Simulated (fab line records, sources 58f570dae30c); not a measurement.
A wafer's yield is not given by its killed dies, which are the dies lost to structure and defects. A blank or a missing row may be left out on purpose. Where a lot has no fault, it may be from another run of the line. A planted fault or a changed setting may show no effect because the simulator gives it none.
2 desks looking at one fault :: flow berkeley cmos170 :: only its own numbers are on each desk; what lay behind them is given at the end

## AT THE TOOL OWNER'S DESK: rie diel-03
The tool's own readings at UCB170_CONTACT_ETCH_18 (etches PSG in CHF3/CF4/Ar, stops on TiSi2, target depth 840 nm, time 195 s): means of the sampled wafers that have a number, for each lot that ran on this tool. The brackets show how far a lot's mean lies from the usual mean; more than 4 standard deviations puts the lot out of limits, marked OUT.
Columns: A = drypump motor current A at UCB170_CONTACT_ETCH_18, usual 5.5 A; B = oes product au at UCB170_CONTACT_ETCH_18, usual 0.887 a.u.; C = run length s at UCB170_CONTACT_ETCH_18, usual 223.4 s; D = throttle valve pct at UCB170_CONTACT_ETCH_18, usual 7.00 %
lot: L309
first seen here: day 8 11:00
A: 5.5
B: 0.882
C: 223.7
D: 7.09

lot: L312
first seen here: day 9 08:00
A: 5.5
B: 0.859
C: 234.9 (+26) OUT
D: 7.00

lot: L315
first seen here: day 10 06:00
A: 5.5
B: 0.861
C: 234.8 (+26) OUT
D: 7.00

lot: L318
first seen here: day 10 15:00
A: 5.5
B: 0.862
C: 234.7 (+26) OUT
D: 7.00
This desk's verdict: out of limits on L312, L315, L318, starting with L312 at day 9 08:00 (run length s at UCB170_CONTACT_ETCH_18). In limits: L309.

## THE METROLOGY DESK
What the gauges read, lot by lot, whatever tool the lot ran on: means of the sampled wafers that have a number. The brackets show how far a lot's mean lies from the usual mean; more than 4 standard deviations puts the lot out of limits, marked OUT.
Columns: A = cd nm at UCB170_CONTACT_CD_MEAS_15, usual 700.2 nm; B = CONTACT_OVL at UCB170_CONTACT_OVL_MEAS_16, usual -2 nm
lot: L305
first seen here: day 7 21:08
A: 700.2
B: 4

lot: L309
first seen here: day 8 11:08
A: 699.2
B: -10

lot: L312
first seen here: day 9 08:01
A: 701.1
B: -6

lot: L315
first seen here: day 10 05:49
A: 701.7
B: -7

lot: L318
first seen here: day 10 15:18
A: 699.6
B: -1

lot: L323
first seen here: day 11 12:16
A: 699.1
B: -2

lot: L328
first seen here: day 12 14:24
A: 702.4
B: 0
Result from this desk: across the 7 lots, nothing is out of limits.

## BROUGHT TOGETHER
The tool owner's desk had the chance to raise an alarm at day 9 08:00 on L312, L315, L318.
Metrology desk: nothing out of limits seen.
The metrology desk holds a record of L312, L315, L318, inside its limits.
Of the lots named, all ran UCB170_CONTACT_ETCH_18 on rie diel-03.

## WHAT THE SIMULATOR HAD PUT IN
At UCB170_CONTACT_ETCH_18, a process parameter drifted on rie diel-03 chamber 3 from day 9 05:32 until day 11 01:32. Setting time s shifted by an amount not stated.
Shown lots that were struck: L312, L315, L318.
Time in hours from fault onset to the first out-of-limits reading at each desk: the tool owner's desk, 2.
